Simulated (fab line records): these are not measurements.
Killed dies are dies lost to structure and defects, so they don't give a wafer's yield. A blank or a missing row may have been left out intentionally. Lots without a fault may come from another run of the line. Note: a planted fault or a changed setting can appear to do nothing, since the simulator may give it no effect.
fab line records / flow rit_cmos
record: lots: 5 wafers: 15 last_day: 7
route steps=202 shown CONTACT@168 M1@202
lots that met no fault: taken from a fault-free run of the same line
start_h: the number of hours between the record's first day and the start of the first shown wafer of the lot / wait_h: hours from the lot's prior step to this one / " same as the row above / L1.1+2: several wafers, shown together as one row / - either no value or no given start / * or withheld: withheld / < > ~ a bound
route shown NAME@n: NAME is a module with steps in the file, n the number in the route of the first one / usual: the fault-free wafers' mean and standard deviation / same: alike in all rows / chamber/n: place in a boat / sites: the reading at each site / _std_site: their standard deviation / _edge_site: the outer-site mean with the inner-site mean subtracted / radius_mm: for every site, how far away it sits from the centre of the wafer / mask NAME#n: copy n / behind: the last tool/chamber to shape the wafer / hold: why the lot was held/for how many hours/how that ended / device: which transistor (n, p or np) failed to switch / end of line: at the end of the route, the tests of the same wafers / a step given without rows: its recipe and nothing more / killed: the dies lost at the first sort to structure and to defects; this is not the yield of the wafer / map: a wafer's dies, x killed, . not, _ none there
set.NAME: the setting that was run; set.NAME@STEP: the one run at that earlier step / model.NAME: the simulator's own value behind a step, which no gauge read
a table for each step, a row for each wafer; lots at some steps of the route
services: when a tool's chamber went out of use (start_h, in hours from the record's first day, below 0 if earlier), for how many hours, and the reason
== steps ==
step: RIT_CONTACT_CVD_00
recipe: material: SiO2 target_thk_nm: 400 precursor: TEOS temp_c: 390 time_s: 61 rf_w: 400
usual: heater_power_w: 321/55
lot.wafer=L963.1 tool=pecvd-03 chamber=0 start_h=92.30 wait_h=0.1 heater_power_w=330
lot.wafer=L963.4 tool=pecvd-03 chamber=2 start_h=92.30 wait_h=0.1 heater_power_w=312
lot.wafer=L963.5 tool=pecvd-03 chamber=0 start_h=92.30 wait_h=0.1 heater_power_w=338
lot.wafer=L965.3 tool=pecvd-01 chamber=0 start_h=100.17 wait_h=0.0 heater_power_w=377
lot.wafer=L965.5 tool=pecvd-01 chamber=0 start_h=100.17 wait_h=0.0 heater_power_w=284
lot.wafer=L965.6 tool=pecvd-01 chamber=2 start_h=100.17 wait_h=0.0 heater_power_w=242
lot.wafer=L973.2 tool=pecvd-04 chamber=1 start_h=136.10 wait_h=0.0 heater_power_w=336
lot.wafer=L973.3 tool=pecvd-04 chamber=2 start_h=136.10 wait_h=0.0 heater_power_w=465
lot.wafer=L973.4 tool=pecvd-04 chamber=0 start_h=136.10 wait_h=0.0 heater_power_w=345
lot.wafer=L978.2 tool=pecvd-03 chamber=0 start_h=160.19 wait_h=0.0 heater_power_w=292
lot.wafer=L978.3 tool=pecvd-03 chamber=1 start_h=160.19 wait_h=0.0 heater_power_w=298
lot.wafer=L978.5 tool=pecvd-03 chamber=0 start_h=160.19 wait_h=0.0 heater_power_w=317
lot.wafer=L979.1 tool=pecvd-04 chamber=0 start_h=165.14 wait_h=0.1 heater_power_w=347
lot.wafer=L979.3 tool=pecvd-04 chamber=2 start_h=165.14 wait_h=0.1 heater_power_w=391
lot.wafer=L979.5 tool=pecvd-04 chamber=0 start_h=165.14 wait_h=0.1 heater_power_w=355
step: RIT_CONTACT_THK_MEAS_01
recipe: reads: SiO2_of_CONTACT_CVD_00
usual: CONTACT_TEOS_THK: 400/5.9
lot.wafer=L963.1 tool=film_metro-02 chamber=- start_h=92.35 wait_h=0.0 CONTACT_TEOS_THK[nm]=393
lot.wafer=L963.4 tool=film_metro-02 chamber=- start_h=92.35 wait_h=0.0 CONTACT_TEOS_THK[nm]=406
lot.wafer=L963.5 tool=film_metro-02 chamber=- start_h=92.35 wait_h=0.0 CONTACT_TEOS_THK[nm]=404
lot.wafer=L965.3 tool=film_metro-04 chamber=- start_h=100.24 wait_h=0.0 CONTACT_TEOS_THK[nm]=391
lot.wafer=L965.5 tool=film_metro-04 chamber=- start_h=100.24 wait_h=0.0 CONTACT_TEOS_THK[nm]=401
lot.wafer=L965.6 tool=film_metro-04 chamber=- start_h=100.24 wait_h=0.0 CONTACT_TEOS_THK[nm]=407
lot.wafer=L973.2 tool=film_metro-04 chamber=- start_h=136.16 wait_h=0.0 CONTACT_TEOS_THK[nm]=399
lot.wafer=L973.3 tool=film_metro-04 chamber=- start_h=136.16 wait_h=0.0 CONTACT_TEOS_THK[nm]=392
lot.wafer=L973.4 tool=film_metro-04 chamber=- start_h=136.16 wait_h=0.0 CONTACT_TEOS_THK[nm]=400
lot.wafer=L978.2 tool=film_metro-02 chamber=- start_h=160.25 wait_h=0.0 CONTACT_TEOS_THK[nm]=396
lot.wafer=L978.3 tool=film_metro-02 chamber=- start_h=160.25 wait_h=0.0 CONTACT_TEOS_THK[nm]=398
lot.wafer=L978.5 tool=film_metro-02 chamber=- start_h=160.25 wait_h=0.0 CONTACT_TEOS_THK[nm]=403
lot.wafer=L979.1 tool=film_metro-01 chamber=- start_h=165.19 wait_h=0.0 CONTACT_TEOS_THK[nm]=388
lot.wafer=L979.3 tool=film_metro-01 chamber=- start_h=165.19 wait_h=0.0 CONTACT_TEOS_THK[nm]=390
lot.wafer=L979.5 tool=film_metro-01 chamber=- start_h=165.19 wait_h=0.0 CONTACT_TEOS_THK[nm]=398
step: RIT_CONTACT_HMDS_02
recipe: prime_time_s: 60 prime_temp_c: 140
step: RIT_CONTACT_COAT_03
recipe: resist: NOVOLAK spin_rpm: 3250 resist_thk_nm: 1000
step: RIT_CONTACT_SOFTBAKE_04
recipe: resist: NOVOLAK temp_c: 90 time_s: 60
step: RIT_CONTACT_EXPOSE_05
recipe: mask_id: M11 na: 0.6 source_shape: conventional sigma_outer: 0.5 target_cd_nm: 1000 dose_mj: 244.7
step: RIT_CONTACT_PEB_06
recipe: resist: NOVOLAK temp_c: withheld time_s: withheld
step: RIT_CONTACT_DEVELOP_07
recipe: resist: NOVOLAK develop_time_s: 120 dev_temp_c: 23
step: RIT_CONTACT_CD_MEAS_08
recipe: target_cd_nm: 1000
usual: cd_nm: 1000.3/2.2
lot.wafer=L963.1 tool=cd_sem-02 chamber=- start_h=93.56 wait_h=- cd_nm=998.3
lot.wafer=L963.4 tool=cd_sem-02 chamber=- start_h=93.56 wait_h=- cd_nm=1000.3
lot.wafer=L963.5 tool=cd_sem-02 chamber=- start_h=93.56 wait_h=- cd_nm=998.7
lot.wafer=L965.3 tool=cd_sem-01 chamber=- start_h=101.74 wait_h=- cd_nm=998.5
lot.wafer=L965.5 tool=cd_sem-01 chamber=- start_h=101.74 wait_h=- cd_nm=998.7
lot.wafer=L965.6 tool=cd_sem-01 chamber=- start_h=101.74 wait_h=- cd_nm=998.7
lot.wafer=L973.2 tool=cd_sem-02 chamber=- start_h=137.32 wait_h=- cd_nm=1000.0
lot.wafer=L973.3 tool=cd_sem-02 chamber=- start_h=137.32 wait_h=- cd_nm=996.5
lot.wafer=L973.4 tool=cd_sem-02 chamber=- start_h=137.32 wait_h=- cd_nm=1000.9
lot.wafer=L978.2 tool=cd_sem-02 chamber=- start_h=161.33 wait_h=- cd_nm=1004.4
lot.wafer=L978.3 tool=cd_sem-02 chamber=- start_h=161.33 wait_h=- cd_nm=1003.8
lot.wafer=L978.5 tool=cd_sem-02 chamber=- start_h=161.33 wait_h=- cd_nm=1000.8
lot.wafer=L979.1 tool=cd_sem-02 chamber=- start_h=166.25 wait_h=- cd_nm=998.0
lot.wafer=L979.3 tool=cd_sem-02 chamber=- start_h=166.25 wait_h=- cd_nm=997.2
lot.wafer=L979.5 tool=cd_sem-02 chamber=- start_h=166.25 wait_h=- cd_nm=1000.4
step: RIT_CONTACT_OVL_MEAS_09
usual: CONTACT_OVL: -0.2/1.4
lot.wafer=L963.1 tool=overlay-02 chamber=- start_h=93.68 wait_h=0.1 CONTACT_OVL[nm]=-0.3
lot.wafer=L963.4 tool=overlay-02 chamber=- start_h=93.68 wait_h=0.1 CONTACT_OVL[nm]=1.8
lot.wafer=L963.5 tool=overlay-02 chamber=- start_h=93.68 wait_h=0.1 CONTACT_OVL[nm]=0.6
lot.wafer=L965.3 tool=overlay-01 chamber=- start_h=101.83 wait_h=0.1 CONTACT_OVL[nm]=-0.5
lot.wafer=L965.5 tool=overlay-01 chamber=- start_h=101.83 wait_h=0.1 CONTACT_OVL[nm]=0.1
lot.wafer=L965.6 tool=overlay-01 chamber=- start_h=101.83 wait_h=0.1 CONTACT_OVL[nm]=-2.2
lot.wafer=L973.2 tool=overlay-01 chamber=- start_h=137.43 wait_h=0.1 CONTACT_OVL[nm]=-2.0
lot.wafer=L973.3 tool=overlay-01 chamber=- start_h=137.43 wait_h=0.1 CONTACT_OVL[nm]=-0.4
lot.wafer=L973.4 tool=overlay-01 chamber=- start_h=137.43 wait_h=0.1 CONTACT_OVL[nm]=1.0
lot.wafer=L978.2 tool=overlay-01 chamber=- start_h=161.44 wait_h=0.1 CONTACT_OVL[nm]=0.4
lot.wafer=L978.3 tool=overlay-01 chamber=- start_h=161.44 wait_h=0.1 CONTACT_OVL[nm]=0.8
lot.wafer=L978.5 tool=overlay-01 chamber=- start_h=161.44 wait_h=0.1 CONTACT_OVL[nm]=1.8
lot.wafer=L979.1 tool=overlay-01 chamber=- start_h=166.37 wait_h=0.1 CONTACT_OVL[nm]=-0.3
lot.wafer=L979.3 tool=overlay-01 chamber=- start_h=166.37 wait_h=0.1 CONTACT_OVL[nm]=0.5
lot.wafer=L979.5 tool=overlay-01 chamber=- start_h=166.37 wait_h=0.1 CONTACT_OVL[nm]=0.1
step: RIT_CONTACT_HARDBAKE_10
recipe: resist: NOVOLAK temp_c: 140 time_s: 60
step: RIT_CONTACT_ETCH_11
recipe: target_depth_a: 4800 over_etch_frac: 0.2 stop_on: TiSi2 chemistry: CHF3/CF4/Ar target: SiO2 CHF3_flow_sccm: 50 cf4_flow_sccm: 10 Ar_flow_sccm: 100 O2_flow_sccm: 5 pressure_mtorr: 100 rf_w: 200 time_s: 320
usual: drypump_motor_current_A: 5.9/0.36 oes_product_au: 0.989/0.014 throttle_valve_pct: 8.86/0.14
lot.wafer=L963.1 tool=rie_diel-03 chamber=3 start_h=93.87 wait_h=0.1 drypump_motor_current_A=6.5 oes_product_au=0.999 rf_hours_counter_h=139 throttle_valve_pct=8.85
lot.wafer=L963.4 tool=rie_diel-03 chamber=0 start_h=93.87 wait_h=0.1 drypump_motor_current_A=5.3 oes_product_au=0.990 rf_hours_counter_h=- throttle_valve_pct=8.83
lot.wafer=L963.5 tool=rie_diel-03 chamber=2 start_h=93.87 wait_h=0.1 drypump_motor_current_A=6.3 oes_product_au=1.013 rf_hours_counter_h=- throttle_valve_pct=8.78
lot.wafer=L965.3 tool=rie_diel-02 chamber=1 start_h=102.01 wait_h=0.1 drypump_motor_current_A=5.9 oes_product_au=0.993 rf_hours_counter_h=45 throttle_valve_pct=8.76
lot.wafer=L965.5 tool=rie_diel-02 chamber=2 start_h=102.01 wait_h=0.1 drypump_motor_current_A=5.4 oes_product_au=0.978 rf_hours_counter_h=- throttle_valve_pct=8.80
lot.wafer=L965.6 tool=rie_diel-02 chamber=3 start_h=102.01 wait_h=0.1 drypump_motor_current_A=6.1 oes_product_au=0.971 rf_hours_counter_h=- throttle_valve_pct=8.88
lot.wafer=L973.2 tool=rie_diel-04 chamber=1 start_h=137.61 wait_h=0.1 drypump_motor_current_A=5.9 oes_product_au=0.999 rf_hours_counter_h=13 throttle_valve_pct=8.99
lot.wafer=L973.3 tool=rie_diel-04 chamber=0 start_h=137.61 wait_h=0.1 drypump_motor_current_A=5.6 oes_product_au=0.979 rf_hours_counter_h=1 throttle_valve_pct=9.15
lot.wafer=L973.4 tool=rie_diel-04 chamber=2 start_h=137.61 wait_h=0.1 drypump_motor_current_A=5.4 oes_product_au=0.996 rf_hours_counter_h=74 throttle_valve_pct=8.82
lot.wafer=L978.2 tool=rie_diel-03 chamber=0 start_h=161.62 wait_h=0.1 drypump_motor_current_A=5.3 oes_product_au=0.981 rf_hours_counter_h=2 throttle_valve_pct=8.84
lot.wafer=L978.3 tool=rie_diel-03 chamber=0 start_h=161.62 wait_h=0.1 drypump_motor_current_A=5.3 oes_product_au=0.988 rf_hours_counter_h=- throttle_valve_pct=8.82
lot.wafer=L978.5 tool=rie_diel-03 chamber=2 start_h=161.62 wait_h=0.1 drypump_motor_current_A=6.3 oes_product_au=1.006 rf_hours_counter_h=- throttle_valve_pct=8.78
lot.wafer=L979.1 tool=rie_diel-02 chamber=3 start_h=166.70 wait_h=0.1 drypump_motor_current_A=6.1 oes_product_au=0.967 rf_hours_counter_h=9 throttle_valve_pct=8.89
lot.wafer=L979.3 tool=rie_diel-02 chamber=1 start_h=166.70 wait_h=0.1 drypump_motor_current_A=5.9 oes_product_au=0.994 rf_hours_counter_h=47 throttle_valve_pct=8.77
lot.wafer=L979.5 tool=rie_diel-02 chamber=2 start_h=166.70 wait_h=0.1 drypump_motor_current_A=5.4 oes_product_au=0.978 rf_hours_counter_h=- throttle_valve_pct=8.81
step: RIT_CONTACT_STRIP_12
recipe: chemistry: O2 time_s: 180 resist: NOVOLAK platen_temp_c: withheld power_w: 500 pressure_mtorr: 4000 o2_flow_sccm: 4000
usual: drypump_motor_current_A: 5.4/0.49 run_length_s: 208.2/0.46
lot.wafer=L963.1 tool=plasma_asher-04 chamber=1 start_h=94.07 wait_h=0.1 drypump_motor_current_A=5.6 rf_hours_counter_h=31 run_length_s=208.2
lot.wafer=L963.4 tool=plasma_asher-04 chamber=0 start_h=94.07 wait_h=0.1 drypump_motor_current_A=5.2 rf_hours_counter_h=- run_length_s=207.9
lot.wafer=L963.5 tool=plasma_asher-04 chamber=0 start_h=94.07 wait_h=0.1 drypump_motor_current_A=5.2 rf_hours_counter_h=- run_length_s=208.1
lot.wafer=L965.3 tool=plasma_asher-01 chamber=1 start_h=102.26 wait_h=0.2 drypump_motor_current_A=4.8 rf_hours_counter_h=- run_length_s=209.2
lot.wafer=L965.5 tool=plasma_asher-01 chamber=0 start_h=102.26 wait_h=0.2 drypump_motor_current_A=6.2 rf_hours_counter_h=- run_length_s=207.9
lot.wafer=L965.6 tool=plasma_asher-01 chamber=1 start_h=102.26 wait_h=0.2 drypump_motor_current_A=4.8 rf_hours_counter_h=- run_length_s=209.0
lot.wafer=L973.2 tool=plasma_asher-04 chamber=1 start_h=137.80 wait_h=0.1 drypump_motor_current_A=5.6 rf_hours_counter_h=37 run_length_s=207.7
lot.wafer=L973.3 tool=plasma_asher-04 chamber=0 start_h=137.80 wait_h=0.1 drypump_motor_current_A=5.2 rf_hours_counter_h=- run_length_s=231.8
lot.wafer=L973.4 tool=plasma_asher-04 chamber=1 start_h=137.80 wait_h=0.1 drypump_motor_current_A=5.6 rf_hours_counter_h=- run_length_s=207.8
lot.wafer=L978.2 tool=plasma_asher-01 chamber=1 start_h=161.91 wait_h=0.2 drypump_motor_current_A=4.8 rf_hours_counter_h=53 run_length_s=208.9
lot.wafer=L978.3 tool=plasma_asher-01 chamber=0 start_h=161.91 wait_h=0.2 drypump_motor_current_A=6.2 rf_hours_counter_h=- run_length_s=207.6
lot.wafer=L978.5 tool=plasma_asher-01 chamber=1 start_h=161.91 wait_h=0.2 drypump_motor_current_A=4.7 rf_hours_counter_h=- run_length_s=208.6
lot.wafer=L979.1 tool=plasma_asher-01 chamber=0 start_h=166.89 wait_h=0.1 drypump_motor_current_A=6.2 rf_hours_counter_h=54 run_length_s=207.9
lot.wafer=L979.3 tool=plasma_asher-01 chamber=1 start_h=166.89 wait_h=0.1 drypump_motor_current_A=4.8 rf_hours_counter_h=- run_length_s=208.9
lot.wafer=L979.5 tool=plasma_asher-01 chamber=0 start_h=166.89 wait_h=0.1 drypump_motor_current_A=6.2 rf_hours_counter_h=- run_length_s=207.9
step: RIT_CONTACT_CD_MEAS_90
recipe: target_cd_nm: 1000
usual: cd_nm: 1000.3/2.2
lot.wafer=L963.1 tool=cd_sem-01 chamber=- start_h=94.24 wait_h=0.1 cd_nm=998.1
lot.wafer=L963.4 tool=cd_sem-01 chamber=- start_h=94.24 wait_h=0.1 cd_nm=1000.3
lot.wafer=L963.5 tool=cd_sem-01 chamber=- start_h=94.24 wait_h=0.1 cd_nm=998.5
lot.wafer=L965.3 tool=cd_sem-01 chamber=- start_h=102.42 wait_h=0.1 cd_nm=999.1
lot.wafer=L965.5 tool=cd_sem-01 chamber=- start_h=102.42 wait_h=0.1 cd_nm=998.4
lot.wafer=L965.6 tool=cd_sem-01 chamber=- start_h=102.42 wait_h=0.1 cd_nm=998.8
lot.wafer=L973.2 tool=cd_sem-01 chamber=- start_h=138.00 wait_h=0.1 cd_nm=1000.0
lot.wafer=L973.3 tool=cd_sem-01 chamber=- start_h=138.00 wait_h=0.1 cd_nm=996.6
lot.wafer=L973.4 tool=cd_sem-01 chamber=- start_h=138.00 wait_h=0.1 cd_nm=1001.2
lot.wafer=L978.2 tool=cd_sem-01 chamber=- start_h=162.11 wait_h=0.1 cd_nm=1004.7
lot.wafer=L978.3 tool=cd_sem-01 chamber=- start_h=162.11 wait_h=0.1 cd_nm=1003.7
lot.wafer=L978.5 tool=cd_sem-01 chamber=- start_h=162.11 wait_h=0.1 cd_nm=1000.2
lot.wafer=L979.1 tool=cd_sem-01 chamber=- start_h=167.07 wait_h=0.1 cd_nm=998.5
lot.wafer=L979.3 tool=cd_sem-01 chamber=- start_h=167.07 wait_h=0.1 cd_nm=997.5
lot.wafer=L979.5 tool=cd_sem-01 chamber=- start_h=167.07 wait_h=0.1 cd_nm=1000.1
step: RIT_M1_PROBE_99
usual: killed_at_contacts: 0.0/0.22 killed_at_front_end: 6.9/3 killed_dies: 6.9/3 killed_open: 3.5/2 killed_short: 3.4/2.1
same: gross_dies: 264 killed_at_M0_to_M3: 0 killed_at_M4_up: 0 killed_at_back_side: 0 killed_at_other: 0
lot.wafer=L963.1 tool=prober-02 chamber=- start_h=99.87 wait_h=0.1 killed_at_contacts=0 killed_at_front_end=3 killed_dies=3 killed_open=1 killed_short=2
lot.wafer=L963.4 tool=prober-02 chamber=- start_h=100.02 wait_h=0.2 killed_at_contacts=1 killed_at_front_end=6 killed_dies=7 killed_open=1 killed_short=6
lot.wafer=L963.5 tool=prober-02 chamber=- start_h=100.07 wait_h=0.2 killed_at_contacts=0 killed_at_front_end=15 killed_dies=15 killed_open=8 killed_short=7
lot.wafer=L965.3 tool=prober-02 chamber=- start_h=106.96 wait_h=0.2 killed_at_contacts=0 killed_at_front_end=7 killed_dies=7 killed_open=4 killed_short=3
lot.wafer=L965.5 tool=prober-02 chamber=- start_h=107.06 wait_h=0.2 killed_at_contacts=0 killed_at_front_end=5 killed_dies=5 killed_open=2 killed_short=3
lot.wafer=L965.6 tool=prober-02 chamber=- start_h=107.11 wait_h=0.2 killed_at_contacts=0 killed_at_front_end=4 killed_dies=4 killed_open=3 killed_short=1
lot.wafer=L973.2 tool=prober-02 chamber=- start_h=142.69 wait_h=0.1 killed_at_contacts=0 killed_at_front_end=12 killed_dies=12 killed_open=8 killed_short=4
lot.wafer=L973.3 tool=prober-02 chamber=- start_h=142.74 wait_h=0.2 killed_at_contacts=0 killed_at_front_end=10 killed_dies=10 killed_open=2 killed_short=8
lot.wafer=L973.4 tool=prober-02 chamber=- start_h=142.79 wait_h=0.2 killed_at_contacts=0 killed_at_front_end=3 killed_dies=3 killed_open=2 killed_short=1
lot.wafer=L978.2 tool=prober-01 chamber=- start_h=166.62 wait_h=0.1 killed_at_contacts=0 killed_at_front_end=7 killed_dies=7 killed_open=5 killed_short=2
lot.wafer=L978.3 tool=prober-01 chamber=- start_h=166.67 wait_h=0.2 killed_at_contacts=0 killed_at_front_end=9 killed_dies=9 killed_open=5 killed_short=4
lot.wafer=L978.5 tool=prober-01 chamber=- start_h=166.77 wait_h=0.2 killed_at_contacts=0 killed_at_front_end=3 killed_dies=3 killed_open=2 killed_short=1
lot.wafer=L979.1 tool=prober-02 chamber=- start_h=171.55 wait_h=0.1 killed_at_contacts=0 killed_at_front_end=5 killed_dies=5 killed_open=1 killed_short=4
lot.wafer=L979.3 tool=prober-02 chamber=- start_h=171.65 wait_h=0.2 killed_at_contacts=0 killed_at_front_end=11 killed_dies=11 killed_open=8 killed_short=3
lot.wafer=L979.5 tool=prober-02 chamber=- start_h=171.75 wait_h=0.2 killed_at_contacts=0 killed_at_front_end=6 killed_dies=6 killed_open=4 killed_short=2
killed by level:class
L963.1 GATE:geometric_particle:short=1 GATE:geometric_particle:open=1 SPACER:geometric_particle:short=1
L963.4 SPACER:geometric_particle:short=2 FOX1:geometric_particle:short=1 FOX2:geometric_particle:short=1 GATE:geometric_particle:short=1 SILICIDE:geometric_particle:open=1 CONTACT:geometric_particle:short=1
L963.5 FOX1:geometric_particle:open=3 FOX1:geometric_particle:short=2 GATE:geometric_particle:short=2 GATE:geometric_particle:open=2 SPACER:geometric_particle:open=2 SPACER:geometric_particle:short=2 FOX2:geometric_particle:open=1 SILICIDE:geometric_particle:short=1
L965.3 FOX1:geometric_particle:open=2 GATE:geometric_particle:short=2 FOX1:geometric_particle:short=1 GATE:geometric_particle:open=1 SPACER:geometric_particle:open=1
L965.5 FOX1:geometric_particle:short=3 REOX:geometric_particle:open=1 SILICIDE:geometric_particle:open=1
L965.6 FOX1:geometric_particle:open=1 FOX1:geometric_particle:short=1 GATE:geometric_particle:open=1 SPACER:geometric_particle:open=1
L973.2 FOX1:geometric_particle:short=2 FOX2:geometric_particle:open=2 GATE:geometric_particle:short=2 GATE:geometric_particle:open=2 REOX:geometric_particle:open=2 SPACER:geometric_particle:open=2
L973.3 FOX1:geometric_particle:short=3 GATE:geometric_particle:short=3 GATE:geometric_particle:open=2 FOX2:geometric_particle:short=1 REOX:geometric_particle:short=1
L973.4 GATE:geometric_particle:open=1 REOX:geometric_particle:short=1 REOX:geometric_particle:open=1
L978.2 GATE:geometric_particle:open=2 SILICIDE:geometric_particle:open=2 FOX1:geometric_particle:open=1 FOX2:geometric_particle:short=1 SILICIDE:geometric_particle:short=1
L978.3 FOX1:geometric_particle:short=3 FOX1:geometric_particle:open=2 FOX2:geometric_particle:open=1 GATE:geometric_particle:short=1 SPACER:geometric_particle:open=1 STARTING-WAFER:geometric_particle:open=1
L978.5 FOX2:geometric_particle:open=1 SPACER:geometric_particle:open=1 SPACER:geometric_particle:short=1
L979.1 GATE:geometric_particle:short=3 FOX1:geometric_particle:short=1 FOX2:geometric_particle:open=1
L979.3 FOX1:geometric_particle:open=3 GATE:geometric_particle:open=3 GATE:geometric_particle:short=2 REOX:geometric_particle:open=2 FOX2:geometric_particle:short=1
L979.5 SPACER:geometric_particle:open=2 FOX1:geometric_particle:short=1 FOX1:geometric_particle:open=1 GATE:geometric_particle:short=1 GATE:geometric_particle:open=1
== services ==
tool=rie_diel-04 chamber=0 start_h=72.87 hours=- kind=clean
tool=rie_diel-04 chamber=0 start_h=72.87 hours=25.2 kind=scheduled_down
tool=rie_diel-04 chamber=0 start_h=72.87 hours=25.2 kind=vent_cycle
tool=plasma_asher-01 chamber=- start_h=74.99 hours=3.2 kind=repair
tool=rie_diel-04 chamber=2 start_h=85.36 hours=21.6 kind=repair
tool=plasma_asher-01 chamber=- start_h=90.39 hours=5.1 kind=repair
tool=pecvd-01 chamber=- start_h=94.67 hours=2.8 kind=pm
tool=rie_diel-03 chamber=2 start_h=115.14 hours=2.8 kind=repair
tool=plasma_asher-01 chamber=- start_h=115.79 hours=4.3 kind=repair
tool=pecvd-03 chamber=2 start_h=129.69 hours=15.3 kind=repair
tool=rie_diel-03 chamber=- start_h=144.74 hours=0.5 kind=repair
tool=rie_diel-04 chamber=- start_h=147.46 hours=14.6 kind=pm
tool=rie_diel-04 chamber=1 start_h=163.28 hours=4.6 kind=repair
tool=rie_diel-04 chamber=- start_h=164.24 hours=0.5 kind=repair
== key ==
first_sign: step: RIT_CONTACT_STRIP_12 reading: run_length_s direction: up sigmas: 51 usual: * struck: *
effect none on later readings
met_at RIT_CONTACT_STRIP_12
struck_wafers L973.3
tester_left_out L973
onset_between 94.07 137.80
fault: kind: process_parameter_drift tool: plasma_asher-04 chamber: 0 onset_h: 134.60 steps: RIT_CONTACT_STRIP_12 channel: time_s offset: * shape: step end_h: 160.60 acts_in: * stated: *
tester_left_out: of these lots the tester's yield and bins aren't shown, on N5 and GAA mostly nor the transistor test; their killed dies are dies lost to structure and defects alone, not to doping, threshold or leakage, so they don't give the yield
